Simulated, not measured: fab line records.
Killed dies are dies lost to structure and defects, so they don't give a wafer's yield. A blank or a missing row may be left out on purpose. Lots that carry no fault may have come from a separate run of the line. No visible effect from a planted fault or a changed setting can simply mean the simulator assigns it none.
A struck lot beside a sound one    flow rit_cmos    20 steps out of a route of 202
Sound: the wafers L634.2, L634.3, L634.5. Wafers L640.4, L640.5, L640.6 were the ones struck. At the end, the cause is stated.
At each step with rows: each side's tool, then ch and its chambers, then its first start. Under that, the readings that differ: sound wafers    struck wafers    difference of the means    sigmas: that difference in standard deviations of wafers without a fault.
alike: readings with means less than 2 such deviations apart, plus words and numbers identical on both sides. not compared: withheld readings, readings lacking a value on some wafer, bounds such as >300 that could conceal the same value, and numbers that have no deviation in the record and whose values overlap.
The two part at a step that has a row with sigmas, a row that says differs or no value, or rows on one side only. Numbers that don't overlap but have no deviation are shown without sigmas and don't part them. A reading that every wafer of one side lacks parts them only if that side has two wafers or more.

first, 2 steps without rows for these wafers: RIT_NSD_HARDBAKE_07 (time 60 s); RIT_NSD_IMPLANT_08.
RIT_NSD_STRIP_09: strips in O2, time 180 s.
  sound on plasma_asher-04 ch 0,1, day 5 09:17; struck on plasma_asher-03 ch 0,1, day 6 13:08
  alike: drypump_motor_current_A
  not compared: rf_hours_counter_h
RIT_NSD_TW_MEAS_10:
  sound on film_metro-02 at day 5 09:29; struck on film_metro-01 at day 6 13:17
  alike: NSD_TW
then, 6 steps without rows for these wafers: RIT_PSD_HMDS_00 (prime time 60 s); RIT_PSD_COAT_01 (resist thk 994.2 nm); RIT_PSD_SOFTBAKE_02 (time 60 s); RIT_PSD_EXPOSE_03 (exposes mask M10, target cd 40900 nm); RIT_PSD_PEB_04; RIT_PSD_DEVELOP_05 (develop time 50 s).
RIT_PSD_OVL_MEAS_06:
  sound on overlay-01 at day 5 10:23; struck on overlay-01 at day 6 14:11
  alike: PSD_OVL
then, 1 step without rows for these wafers: RIT_PSD_HARDBAKE_07 (time 60 s).
RIT_PSD_IMPLANT_08:
  struck on implanter-03, day 6 14:25; sound on implanter-02 ch 0, day 5 10:35
  no value came back on the struck wafers for beam_energy_keV, beam_on_s (s), end_station_pressure_torr (Torr), implant_ion_amu; on the sound wafers beam_energy_keV reads 27.007 26.995 26.995
RIT_PSD_STRIP_09: strips in O2, time 180 s.
  sound on plasma_asher-01 ch 1, day 5 10:43; struck on plasma_asher-04 ch 0,1, day 6 14:33
  alike: drypump_motor_current_A
  not compared: rf_hours_counter_h
RIT_PSD_TW_MEAS_10:
  sound on film_metro-04 at day 5 10:54; struck on film_metro-02 at day 6 14:42
reading  sound           struck    difference  sigmas
PSD_TW   3462 3455 3455  30 30 30  -3427       -99 or more
then, 3 steps without rows for these wafers: RIT_SDANNEAL_CLEAN_00 (cleans in SC1, time 600 s); RIT_SDANNEAL_CLEAN_01 (cleans in dHF, time 30 s); RIT_SDANNEAL_CLEAN_02 (cleans in SC2, time 600 s).
RIT_SDANNEAL_RTA_03: time 5 s.
  sound on rtp_anneal-01 ch 0, day 5 11:19; struck on rtp_anneal-01 ch 0, day 6 15:10
  alike: wafer_temp_C_max
RIT_SDANNEAL_RS_MEAS_04: the measuring method here is four-point-probe.
  sound on film_metro-04 at day 5 11:23; struck on film_metro-01 at day 6 15:15
reading          sound                 struck                difference  sigmas
PSD_RS (ohm/sq)  116.36 116.26 116.26  132.87 133.19 132.91  +16.70      +67

## WHERE THEY PART
First at RIT_PSD_IMPLANT_08; last, within this record, at RIT_SDANNEAL_RS_MEAS_04.

WHY: what had been put in by the simulator
Beginning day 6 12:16, the whole step at RIT_PSD_IMPLANT_08 was skipped on implanter-03. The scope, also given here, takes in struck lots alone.
